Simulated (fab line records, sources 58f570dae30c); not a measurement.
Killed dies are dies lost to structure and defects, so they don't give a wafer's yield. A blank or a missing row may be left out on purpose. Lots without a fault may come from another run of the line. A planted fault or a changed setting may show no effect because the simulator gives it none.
fab line records | flow berkeley_cmos170
record lots=5 wafers=23
route steps=331 shown START@3 NWELL@15 PWELL@39 WELLDRIVE@56 ACTIVE@65 PFIELD@86 PVT@122 GATE@141 PLDD@153
start_h: hours from the record's first day to the start of the lot's first wafer shown | wait_h: hours since the lot's step before | " the same as in the row above | L1.1+2: a row that stands for several wafers | - no value, or no start given | * or withheld: withheld | < > ~ a bound
route shown NAME@n: a module of which the file shows steps, and the number in the route of the first | usual: mean/standard deviation of fault-free wafers | same: alike in all rows | chamber/n: place in a boat | sites: the reading at each site | _std_site: their standard deviation | _edge_site: outer sites' mean less inner sites' | radius_mm: how far each site lies from the wafer's centre | mask NAME#n: copy n | behind: the tool/chamber that last shaped the wafer | hold: why the lot was held/for how many hours/how that ended | device: the transistor (n, p or np) that didn't switch | end of line: the same wafers' tests at the end of the route | a step without rows: its recipe alone | killed: dies lost to structure and defects at the first sort, not the wafer's yield | map: a wafer's dies, x killed, . not, _ none there
set.NAME: the setting as run; set.NAME@STEP: as run at that earlier step | model.NAME: the simulator's own value behind a step, which no gauge read
lots whose settings were changed on purpose; a table a step, a row a wafer
## steps
# step UCB170_START_OXIDATION_02
# recipe temp_c=950 ambient=O2 target_thk_a=200 ox_time_s=1800
# columns lot.wafer tool chamber start_h wait_h set.temp_c model.SiO2_of_START_OXIDATION_02.thk_nm
L074.2 - - - 4.8 937.6 17.48
L074.3 " - " " 937.6 17.34
L074.4 " - " " 937.6 17.32
L074.5 " - " " 937.6 17.53
L074.6 " - " " 937.6 17.49
L075.1 furnace-01 0 20.01 4.8 950 19.41
L075.2 " 0 " " 950 19.71
L075.4 " 0 " " 950 19.46
L080.1 - - - 4.2 972.3 24.55
L080.2 " - " " 972.3 24.68
L080.4 " - " " 972.3 24.72
L080.5 " - " " 972.3 24.45
L080.6 " - " " 972.3 24.6
L083.1 - - - 4.7 923.9 14.97
L083.3 " - " " 923.9 14.74
L083.4 " - " " 923.9 14.94
L083.5 " - " " 923.9 14.92
L083.6 " - " " 923.9 14.76
L084.1 - - - 3.7 971.2 25.19
L084.2 " - " " 971.2 25.41
L084.3 " - " " 971.2 25.5
L084.4 " - " " 971.2 25.17
L084.6 " - " " 971.2 25.27
# step UCB170_START_THK_MEAS_03
# recipe reads=SiO2_of_START_OXIDATION_02
# usual START_OXIDE_THK=19.9/0.49
# columns lot.wafer tool chamber start_h wait_h set.temp_c@START_OXIDATION_02 START_OXIDE_THK[nm]
L074.2 film_metro-01 - - - 937.6 17.5
L074.3 " - " " 937.6 17.3
L074.4 " - " " 937.6 17.2
L074.5 " - " " 937.6 17.6
L074.6 " - " " 937.6 17.5
L075.1 film_metro-04 - 21.51 0.0 950 19.4
L075.2 " - " " 950 19.7
L075.4 " - " " 950 19.4
L080.1 film_metro-01 - - - 972.3 24.6
L080.2 " - " " 972.3 24.7
L080.4 " - " " 972.3 24.7
L080.5 " - " " 972.3 24.5
L080.6 " - " " 972.3 24.6
L083.1 film_metro-02 - - - 923.9 15.0
L083.3 " - " " 923.9 14.7
L083.4 " - " " 923.9 15.0
L083.5 " - " " 923.9 15.0
L083.6 " - " " 923.9 14.7
L084.1 film_metro-04 - - - 971.2 25.2
L084.2 " - " " 971.2 25.4
L084.3 " - " " 971.2 25.5
L084.4 " - " " 971.2 25.2
L084.6 " - " " 971.2 25.3
# step UCB170_NWELL_OXIDATION_01
# recipe temp_c=1000 ambient=O2 target_thk_a=264 ox_time_s=1260
# columns lot.wafer tool chamber start_h wait_h set.temp_c model.SiO2_of_NWELL_OXIDATION_01.thk_nm
L074.2 - - - 2.7 1000 25.92
L074.3 " - " " 1000 26.48
L074.4 " - " " 1000 26.33
L074.5 " - " " 1000 25.96
L074.6 " - " " 1000 26.75
L075.1 furnace-02 0 28.14 2.6 1000 26.72
L075.2+4 " 0 " " 1000 27.1
L080.1 - - - 3.7 976.9 19.89
L080.2 " - " " 976.9 19.67
L080.4 " - " " 976.9 20.11
L080.5 " - " " 976.9 19.38
L080.6 " - " " 976.9 19.9
L083.1 - - - 5.8 978.1 20.91
L083.3 " - " " 978.1 21.19
L083.4 " - " " 978.1 20.83
L083.5 " - " " 978.1 20.71
L083.6 " - " " 978.1 21.36
L084.1 - - - 1.1 986.2 22.2
L084.2 " - " " 986.2 22.33
L084.3 " - " " 986.2 22.47
L084.4 " - " " 986.2 22.25
L084.6 " - " " 986.2 22.17
# step UCB170_NWELL_THK_MEAS_02
# recipe reads=SiO2_of_NWELL_OXIDATION_01
# usual NWELL_OXIDE_THK=26.3/0.64
# columns lot.wafer tool chamber start_h wait_h set.temp_c@NWELL_OXIDATION_01 NWELL_OXIDE_THK[nm]
L075.1 film_metro-02 - 29.49 0.0 1000 26.7
L075.2 " - " " 1000 27.1
L075.4 " - " " 1000 27.0
L074.2 film_metro-03 - - - 1000 25.9
L074.3 " - " " 1000 26.5
L074.4 " - " " 1000 26.3
L074.5 " - " " 1000 26.0
L074.6 " - " " 1000 26.8
L080.1 film_metro-04 - - - 976.9 19.9
L080.2 " - " " 976.9 19.8
L080.4 " - " " 976.9 20.1
L080.5 " - " " 976.9 19.4
L080.6 " - " " 976.9 19.9
L083.1 film_metro-02 - - - 978.1 20.9
L083.3 " - " " 978.1 21.2
L083.4 " - " " 978.1 20.8
L083.5 " - " " 978.1 20.7
L083.6 " - " " 978.1 21.4
L084.1 film_metro-03 - - - 986.2 22.2
L084.2 " - " " 986.2 22.3
L084.3 " - " " 986.2 22.4
L084.4 " - " " 986.2 22.2
L084.6 " - " " 986.2 22.2
# step UCB170_NWELL_PEB_10
# recipe peb_temp_c=130 peb_time_s=withheld resist=KrF
# columns lot.wafer tool chamber start_h wait_h set.peb_temp_c
L075.1+2+4 litho_track-03 0 36.43 0.1 130
L074.2+4+6 litho_track-01 0 37.02 0.1 130
L074.3+5 " 0 " " 128.8
L080.1+6 litho_track-03 0 64.46 0.8 130
L080.2+4+5 " 0 " " 132.4
L084.1+6 litho_track-03 0 86.58 0.1 130
L084.2+3+4 " 0 " " 131.5
L083.1+3+5 litho_track-01 0 86.92 0.1 130
L083.4+6 " 0 " " 133.1
# step UCB170_NWELL_DEVELOP_11
# recipe developer=TMAH develop_time_s=45 resist=KrF dev_temp_c=21
# step UCB170_NWELL_ETCH_13
# recipe chemistry=CH3F/Ar/O2 target=Si3N4 stop_on=SiO2 CH3F_flow_sccm=20 Ar_flow_sccm=50 O2_flow_sccm=7 pressure_mtorr=50 rf_w=450 target_depth_a=2464 over_etch_frac=0.1 time_s=154
# columns lot.wafer tool chamber start_h wait_h set.peb_temp_c@NWELL_PEB_10 model.NWELL.cd_nm
L075.1 rie_diel-02 3 36.74 0.0 130 3000
L075.2+4 " 0,1 " " 130 2999
L074.2 rie_diel-01 2 37.31 0.0 130 3000
L074.3+5 " 3,2 " " 128.8 2993
L074.4+6 " 0,1 " " 130 3002
L080.1 rie_diel-03 0 64.77 0.0 130 3001
L080.2 " 1 " " 132.4 3016
L080.4+5 " 2 " " 132.4 3015
L080.6 " 3 " " 130 3000
L084.1 rie_diel-02 1 86.89 0.0 130 3000
L084.2+3+4 " 2,3,0 " " 131.5 3009
L084.6 " 0 " " 130 2999
L083.1+5 rie_diel-03 3 87.24 0.0 130 2998
L083.3 " 2 " " 130 2999
L083.4 " 0 " " 133.1 3017
L083.6 " 2 " " 133.1 3016
# step UCB170_PWELL_CVD_05
# recipe material=Si3N4 target_thk_nm=220 temp_c=800 precursor=SiH2Cl2/NH3 time_s=3300 pressure_mtorr=200 sih2cl2_flow_sccm=25 nh3_flow_sccm=75
# columns lot.wafer tool chamber start_h wait_h set.temp_c model.Si3N4_of_PWELL_CVD_05.thk_nm
L074.2 - - - 0.8 782.1 155.3
L074.3 " - " " 782.1 155.2
L074.4 " - " " 782.1 156
L074.5 " - " " 782.1 156.1
L074.6 " - " " 782.1 155.7
L075.1 lpcvd-02 0 59.02 0.8 800 220.8
L075.2 " 0 " " 800 219.7
L075.4 " 0 " " 800 220.2
L080.1 - - - 0.0 807.3 253.6
L080.2 " - " " 807.3 252.7
L080.4 " - " " 807.3 251
L080.5 " - " " 807.3 252.5
L080.6 " - " " 807.3 251.8
L083.1 - - - 0.0 800 221.4
L083.3 " - " " 800 223.2
L083.4 " - " " 800 222.1
L083.5 " - " " 800 223
L083.6 " - " " 800 222.7
L084.1 - - - 0.0 800 218
L084.2+3+6 " - " " 800 219.2
L084.4 " - " " 800 219
# step UCB170_PWELL_THK_MEAS_06
# recipe reads=Si3N4_of_PWELL_CVD_05
# usual PWELL_NITRIDE_THK=220.3/2
# columns lot.wafer tool chamber start_h wait_h set.temp_c@PWELL_CVD_05 PWELL_NITRIDE_THK[nm]
L074.2 film_metro-04 - - - 782.1 155.4
L074.3 " - " " 782.1 155.2
L074.4 " - " " 782.1 156.1
L074.5 " - " " 782.1 156.1
L074.6 " - " " 782.1 155.8
L075.1 film_metro-03 - 61.96 0.1 800 220.6
L075.2 " - " " 800 219.7
L075.4 " - " " 800 220.0
L080.1 film_metro-01 - - - 807.3 253.6
L080.2 " - " " 807.3 252.7
L080.4 " - " " 807.3 251.0
L080.5 " - " " 807.3 252.6
L080.6 " - " " 807.3 251.9
L084.1 film_metro-04 - - - 800 218.1
L084.2 " - " " 800 219.2
L084.3 " - " " 800 219.2
L084.4 " - " " 800 219.0
L084.6 " - " " 800 219.2
L083.1 film_metro-01 - - - 800 221.2
L083.3 " - " " 800 223.3
L083.4 " - " " 800 222.2
L083.5 " - " " 800 223.1
L083.6 " - " " 800 222.8
# step UCB170_PWELL_HMDS_07
# recipe prime_time_s=60 prime_temp_c=100
# step UCB170_PWELL_COAT_08
# recipe resist=KrF spin_rpm=1500 resist_thk_nm=900
# step UCB170_PWELL_DEVELOP_12
# recipe developer=TMAH develop_time_s=45 resist=KrF dev_temp_c=21
# step UCB170_PWELL_ETCH_14
# recipe chemistry=CH3F/Ar/O2 target=Si3N4 stop_on=SiO2 CH3F_flow_sccm=20 Ar_flow_sccm=50 O2_flow_sccm=7 pressure_mtorr=50 rf_w=450 target_depth_a=2420 over_etch_frac=0.1 time_s=151
# usual oes_product_au=0.941/0.021
# columns lot.wafer tool chamber start_h wait_h set.temp_c@PWELL_CVD_05 oes_product_au model.etch.depth_nm
L074.2 rie_diel-04 1 64.87 0.0 782.1 0.799 155.3
L074.3 " 0 " " 782.1 0.792 155.2
L074.4 " 3 " " 782.1 0.749 156
L074.5 " 0 " " 782.1 0.802 156.1
L074.6 " 3 " " 782.1 0.753 155.7
L075.1 rie_diel-01 3 64.94 0.0 800 0.927 220.8
L075.2 " 2 " " 800 0.953 219.7
L075.4 " 2 " " 800 0.953 220.2
L080.1 rie_diel-02 3 88.77 0.0 807.3 1.004 -
L080.2 " 1 " " 807.3 0.998 -
L080.4 " 2 " " 807.3 0.983 242.6
L080.5 " 2 " " 807.3 0.969 -
L080.6 " 3 " " 807.3 1.009 244.2
L084.1 rie_diel-02 3 109.31 0.0 800 0.942 218
L084.2 " 2 " " 800 0.923 -
L084.3 " 1 " " 800 0.930 -
L084.4 " 0 " " 800 0.933 219
L084.6 " 2 " " 800 0.921 -
L083.1 rie_diel-04 0 109.58 0.0 800 0.976 -
L083.3 " 2 " " 800 0.944 223.2
L083.4 " 1 " " 800 0.970 -
L083.5 " 3 " " 800 0.918 223
L083.6 " 0 " " 800 0.975 222.7
# step UCB170_WELLDRIVE_OXIDATION_01
# recipe temp_c=1100 ambient=O2 target_thk_a=1990 ox_time_s=9000
# columns lot.wafer tool chamber start_h wait_h set.temp_c model.SiO2_of_WELLDRIVE_OXIDATION_01.thk_nm
L074.2 - - - 5.2 1121 214.5
L074.3 " - " " 1121 220.8
L074.4 " - " " 1121 221.6
L074.5 " - " " 1121 221.2
L074.6 " - " " 1121 219.9
L075.1 furnace-01 0 79.71 5.2 1100 191.9
L075.2 " 0 " " 1100 189.5
L075.4 " 0 " " 1100 194.4
L080.1+5 - - - 3.2 1120 219.5
L080.2 " - " " 1120 218.2
L080.4 " - " " 1120 216.2
L080.6 " - " " 1120 217.8
L083.1 - - - 2.9 1075 166.9
L083.3 " - " " 1075 168.9
L083.4 " - " " 1075 166.2
L083.5 " - " " 1075 161.9
L083.6 " - " " 1075 165.3
L084.1 - - - 3.9 1118 215.4
L084.2 " - " " 1118 212.7
L084.3 " - " " 1118 213.2
L084.4 " - " " 1118 210.1
L084.6 " - " " 1118 212.3
# step UCB170_WELLDRIVE_THK_MEAS_02
# recipe reads=SiO2_of_WELLDRIVE_OXIDATION_01
# usual WELLDRIVE_OXIDE_THK=196/4.4
# columns lot.wafer tool chamber start_h wait_h set.temp_c@WELLDRIVE_OXIDATION_01 WELLDRIVE_OXIDE_THK[nm]
L074.2 film_metro-03 - - - 1121 215
L074.3 " - " " 1121 221
L074.4 " - " " 1121 222
L074.5 " - " " 1121 221
L074.6 " - " " 1121 220
L075.1 film_metro-03 - 83.27 0.1 1100 192
L075.2 " - " " 1100 189
L075.4 " - " " 1100 194
L080.1 film_metro-01 - - - 1120 219
L080.2 " - " " 1120 218
L080.4 " - " " 1120 216
L080.5 " - " " 1120 219
L080.6 " - " " 1120 218
L083.1 film_metro-01 - - - 1075 167
L083.3 " - " " 1075 169
L083.4 " - " " 1075 166
L083.5 " - " " 1075 162
L083.6 " - " " 1075 165
L084.1 film_metro-02 - - - 1118 215
L084.2 " - " " 1118 213
L084.3 " - " " 1118 213
L084.4 " - " " 1118 210
L084.6 " - " " 1118 212
# step UCB170_ACTIVE_CVD_05
# recipe material=Si3N4 target_thk_nm=220 temp_c=800 precursor=SiH2Cl2/NH3 time_s=3300 pressure_mtorr=200 sih2cl2_flow_sccm=25 nh3_flow_sccm=75
# columns lot.wafer tool chamber start_h wait_h set.pressure_mtorr model.Si3N4_of_ACTIVE_CVD_05.thk_nm
L074.2 - - - 0.0 172 210.1
L074.3 " - " " 172 211
L074.4 " - " " 172 210.3
L074.5+6 " - " " 172 210.7
L075.1 lpcvd-02 0 100.15 0.0 200 221.2
L075.2 " 0 " " 200 221.8
L075.4 " 0 " " 200 219.6
L080.1 - - - 2.6 189.6 214.6
L080.2 " - " " 189.6 213.4
L080.4 " - " " 189.6 216.9
L080.5 " - " " 189.6 215.2
L080.6 " - " " 189.6 214.3
L083.1 - - - 0.0 189.2 216.2
L083.3 " - " " 189.2 216.1
L083.4 " - " " 189.2 215.8
L083.5 " - " " 189.2 215.3
L083.6 " - " " 189.2 217.9
L084.1 - - - 0.0 208.3 223
L084.2 " - " " 208.3 223.9
L084.3 " - " " 208.3 221.8
L084.4 " - " " 208.3 223.1
L084.6 " - " " 208.3 223.6
# step UCB170_ACTIVE_THK_MEAS_06
# recipe reads=Si3N4_of_ACTIVE_CVD_05
# usual ACTIVE_NITRIDE_THK=220.3/1.6
# columns lot.wafer tool chamber start_h wait_h set.pressure_mtorr@ACTIVE_CVD_05 ACTIVE_NITRIDE_THK[nm]
L075.1 film_metro-04 - 102.06 0.0 200 221.3
L075.2 " - " " 200 221.6
L075.4 " - " " 200 219.7
L074.2 film_metro-02 - - - 172 210.1
L074.3 " - " " 172 210.9
L074.4 " - " " 172 210.4
L074.5 " - " " 172 210.6
L074.6 " - " " 172 210.9
L080.1 film_metro-04 - - - 189.6 214.6
L080.2 " - " " 189.6 213.4
L080.4 " - " " 189.6 216.9
L080.5 " - " " 189.6 215.0
L080.6 " - " " 189.6 214.3
L083.1 film_metro-01 - - - 189.2 216.3
L083.3 " - " " 189.2 215.9
L083.4 " - " " 189.2 215.7
L083.5 " - " " 189.2 215.3
L083.6 " - " " 189.2 218.0
L084.1 film_metro-02 - - - 208.3 222.9
L084.2 " - " " 208.3 223.7
L084.3 " - " " 208.3 221.7
L084.4 " - " " 208.3 223.1
L084.6 " - " " 208.3 223.5
# step UCB170_PFIELD_IMPLANT_07
# recipe species=B dose_cm2=2e+13 energy_kev=80 tilt_deg=7
# columns lot.wafer tool chamber start_h wait_h set.dose_cm2
L075.1+2+4 implanter-02 0 106.04 0.0 2e+13
L074.2+3+4+5+6 implanter-03 0 106.34 0.0 2e+13
L080.1+4 implanter-01 0 126.69 0.0 2e+13
L080.2+5+6 " 0 " " 1.891e+13
L083.1+4 implanter-02 0 142.97 0.0 2.052e+13
L083.3+5+6 " 0 " " 2e+13
L084.1+4+6 implanter-01 0 143.69 0.0 2e+13
L084.2+3 " 0 " " 1.878e+13
# step UCB170_PFIELD_STRIP_08
# recipe chemistry=O2 power_w=400 pressure_mtorr=3500 platen_temp_c=withheld o2_flow_sccm=400 overash_fraction=0.5
# step UCB170_PFIELD_TW_MEAS_09
# usual PFIELD_TW=599.3/2.3
# columns lot.wafer tool chamber start_h wait_h set.dose_cm2@PFIELD_IMPLANT_07 PFIELD_TW
L075.1 film_metro-03 - 106.29 0.1 2e+13 600.2
L075.2 " - " " 2e+13 600.2
L075.4 " - " " 2e+13 600.6
L074.2 film_metro-02 - 106.58 0.1 2e+13 599.2
L074.3 " - " " 2e+13 598.6
L074.4 " - " " 2e+13 599.6
L074.5 " - " " 2e+13 600.7
L074.6 " - " " 2e+13 595.8
L080.1 film_metro-02 - 126.94 0.1 2e+13 599.3
L080.2 " - " " 1.891e+13 587.5
L080.4 " - " " 2e+13 597.2
L080.5 " - " " 1.891e+13 589.6
L080.6 " - " " 1.891e+13 591.6
L083.1 film_metro-02 - 143.22 0.1 2.052e+13 600.6
L083.3 " - " " 2e+13 599.6
L083.4 " - " " 2.052e+13 601.9
L083.5 " - " " 2e+13 596.7
L083.6 " - " " 2e+13 596.3
L084.1 film_metro-04 - 143.94 0.1 2e+13 596.7
L084.2 " - " " 1.878e+13 588.4
L084.3 " - " " 1.878e+13 587.7
L084.4 " - " " 2e+13 598.6
L084.6 " - " " 2e+13 603.0
# step UCB170_PVT_IMPLANT_07
# recipe species=P dose_cm2=2e+12 energy_kev=30 tilt_deg=7
# columns lot.wafer tool chamber start_h wait_h set.dose_cm2
L074.2+4 implanter-04 0 143.84 0.0 2e+12
L074.3+5+6 " 0 " " 2.103e+12
L075.1+2+4 implanter-02 0 144.45 0.0 2e+12
L080.1+4+5 implanter-03 0 166.61 0.0 1.927e+12
L080.2+6 " 0 " " 2e+12
L083.1+6 implanter-03 0 191.90 0.0 2.053e+12
L083.3+4+5 " 0 " " 2e+12
L084.1+3 implanter-04 0 192.15 0.0 2e+12
L084.2+4+6 " 0 " " 1.85e+12
# step UCB170_PVT_STRIP_08
# recipe chemistry=O2 power_w=400 pressure_mtorr=3500 platen_temp_c=withheld o2_flow_sccm=400 overash_fraction=0.5
# step UCB170_PVT_TW_MEAS_09
# usual PVT_TW=505.8/2.6
# columns lot.wafer tool chamber start_h wait_h set.dose_cm2@PVT_IMPLANT_07 PVT_TW
L074.2 film_metro-03 - 144.08 0.1 2e+12 503.9
L074.3 " - " " 2.103e+12 515.7
L074.4 " - " " 2e+12 506.3
L074.5 " - " " 2.103e+12 513.0
L074.6 " - " " 2.103e+12 514.6
L075.1 film_metro-01 - 144.70 0.1 2e+12 500.5
L075.2 " - " " 2e+12 500.8
L075.4 " - " " 2e+12 502.6
L080.1 film_metro-04 - 166.86 0.1 1.927e+12 503.7
L080.2 " - " " 2e+12 507.6
L080.4 " - " " 1.927e+12 501.8
L080.5 " - " " 1.927e+12 501.7
L080.6 " - " " 2e+12 506.0
L083.1 film_metro-01 - 192.15 0.1 2.053e+12 511.6
L083.3 " - " " 2e+12 509.4
L083.4 " - " " 2e+12 505.5
L083.5 " - " " 2e+12 505.4
L083.6 " - " " 2.053e+12 511.3
L084.1 film_metro-03 - 192.40 0.1 2e+12 503.4
L084.2 " - " " 1.85e+12 493.3
L084.3 " - " " 2e+12 508.1
L084.4 " - " " 1.85e+12 497.3
L084.6 " - " " 1.85e+12 494.6
# step UCB170_GATE_ETCH_15
# recipe chemistry=HBr/Cl2 target=poly-Si stop_on=SiO2 over_etch_frac=0.3 icp_w=300 bias_w=150 time_s=56.3 pressure_mtorr=15 HBr_flow_sccm=150 Cl2_flow_sccm=50 target_depth_a=2782
# columns lot.wafer tool chamber start_h wait_h set.icp_w model.KrF_of_GATE_COAT_07.thk_nm
L075.1 rie_si-02 0 163.07 - 300 780.2
L075.2 " 3 " " 300 779
L075.4 " 2 " " 300 778.1
L074.2 rie_si-01 1 163.17 - 300 776.3
L074.3 " 2 " " 269.5 784.3
L074.4 " 0 " " 300 777.6
L074.5 " 1 " " 300 779.5
L074.6 " 0 " " 269.5 781.6
L080.1 rie_si-02 2 192.09 - 333 771.1
L080.2 " 3 " " 300 778.3
L080.4 " 1 " " 300 781.2
L080.5 " 3 " " 333 774.5
L080.6 " 2 " " 300 779.3
L083.1 rie_si-02 2 211.61 - 300 779
L083.3 " 3 " " 300 778.6
L083.4 " 0 " " 300 779.8
L083.5 " 0 " " 300 780.5
L083.6 " 1 " " 300 779.9
L084.1 rie_si-01 1 211.86 - 300 777.1
L084.2 " 2 " " 335.6 772.8
L084.3 " 3 " " 335.6 769.3
L084.4 " 0 " " 335.6 773.1
L084.6 " 0 " " 300 776
# step UCB170_PLDD_IMPLANT_08
# recipe species=BF2 dose_cm2=5e+13 energy_kev=10 tilt_deg=7 rotation_deg=0
# columns lot.wafer tool chamber start_h wait_h set.energy_kev model.implant.rp_nm model.implant.drp_nm
L075.1+2+4 implanter-04 0 165.53 0.0 10 10.08 6.005
L074.2+3 implanter-01 0 165.83 0.0 10 10.24 6.005
L074.4+5+6 " 0 " " 9.704 10.01 5.881
L080.1+6 implanter-03 0 193.66 0.0 9.831 10.14 5.934
L080.2+4+5 " 0 " " 10 10.27 6.005
L083.1+3 implanter-01 0 213.09 0.0 10.26 10.42 6.113
L083.4+5+6 " 0 " " 10 10.22 6.005
L084.1+2+3+4+6 implanter-03 0 213.53 0.0 10 10.19 6.005
## key
split step=UCB170_START_OXIDATION_02 setting=temp_c stated=950 by=lot
response step=UCB170_START_OXIDATION_02 reading=model.SiO2_of_START_OXIDATION_02.thk_nm change=+2.03 per=1% r=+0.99
response step=UCB170_START_THK_MEAS_03 reading=START_OXIDE_THK change=+2.03 per=1% r=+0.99
split step=UCB170_NWELL_OXIDATION_01 setting=temp_c stated=1000 by=lot
response step=UCB170_NWELL_OXIDATION_01 reading=model.SiO2_of_NWELL_OXIDATION_01.thk_nm change=+2.75 per=1% r=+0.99
response step=UCB170_NWELL_THK_MEAS_02 reading=NWELL_OXIDE_THK change=+2.75 per=1% r=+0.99
split step=UCB170_NWELL_PEB_10 setting=peb_temp_c stated=130 by=wafer
response step=UCB170_NWELL_ETCH_13 reading=model.NWELL.cd_nm change=+8.04 per=1% r=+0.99
split step=UCB170_PWELL_CVD_05 setting=temp_c stated=800 by=lot
response step=UCB170_PWELL_CVD_05 reading=model.Si3N4_of_PWELL_CVD_05.thk_nm change=+30.2 per=1% r=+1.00
response step=UCB170_PWELL_THK_MEAS_06 reading=PWELL_NITRIDE_THK change=+30.2 per=1% r=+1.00
response step=UCB170_PWELL_ETCH_14 reading=oes_product_au change=+0.0695 per=1% r=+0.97
response step=UCB170_PWELL_ETCH_14 reading=model.etch.depth_nm change=+28.5 per=1% r=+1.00
split step=UCB170_WELLDRIVE_OXIDATION_01 setting=temp_c stated=1100 by=lot
response step=UCB170_WELLDRIVE_OXIDATION_01 reading=model.SiO2_of_WELLDRIVE_OXIDATION_01.thk_nm change=+12.7 per=1% r=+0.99
response step=UCB170_WELLDRIVE_THK_MEAS_02 reading=WELLDRIVE_OXIDE_THK change=+12.7 per=1% r=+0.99
split step=UCB170_ACTIVE_CVD_05 setting=pressure_mtorr stated=200 by=lot
response step=UCB170_ACTIVE_CVD_05 reading=model.Si3N4_of_ACTIVE_CVD_05.thk_nm change=+0.708 per=1% r=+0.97
response step=UCB170_ACTIVE_THK_MEAS_06 reading=ACTIVE_NITRIDE_THK change=+0.702 per=1% r=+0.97
split step=UCB170_PFIELD_IMPLANT_07 setting=dose_cm2 stated=2e+13 by=wafer
response step=UCB170_PFIELD_TW_MEAS_09 reading=PFIELD_TW change=+1.72 per=1% r=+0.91
split step=UCB170_PVT_IMPLANT_07 setting=dose_cm2 stated=2e+12 by=wafer
response step=UCB170_PVT_TW_MEAS_09 reading=PVT_TW change=+1.52 per=1% r=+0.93
split step=UCB170_GATE_ETCH_15 setting=icp_w stated=300 by=wafer
response step=UCB170_GATE_ETCH_15 reading=model.KrF_of_GATE_COAT_07.thk_nm change=-0.504 per=1% r=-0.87
split step=UCB170_PLDD_IMPLANT_08 setting=energy_kev stated=10 by=wafer
response step=UCB170_PLDD_IMPLANT_08 reading=model.implant.rp_nm change=+0.0771 per=1% r=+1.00
response step=UCB170_PLDD_IMPLANT_08 reading=model.implant.drp_nm change=+0.0417 per=1% r=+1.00
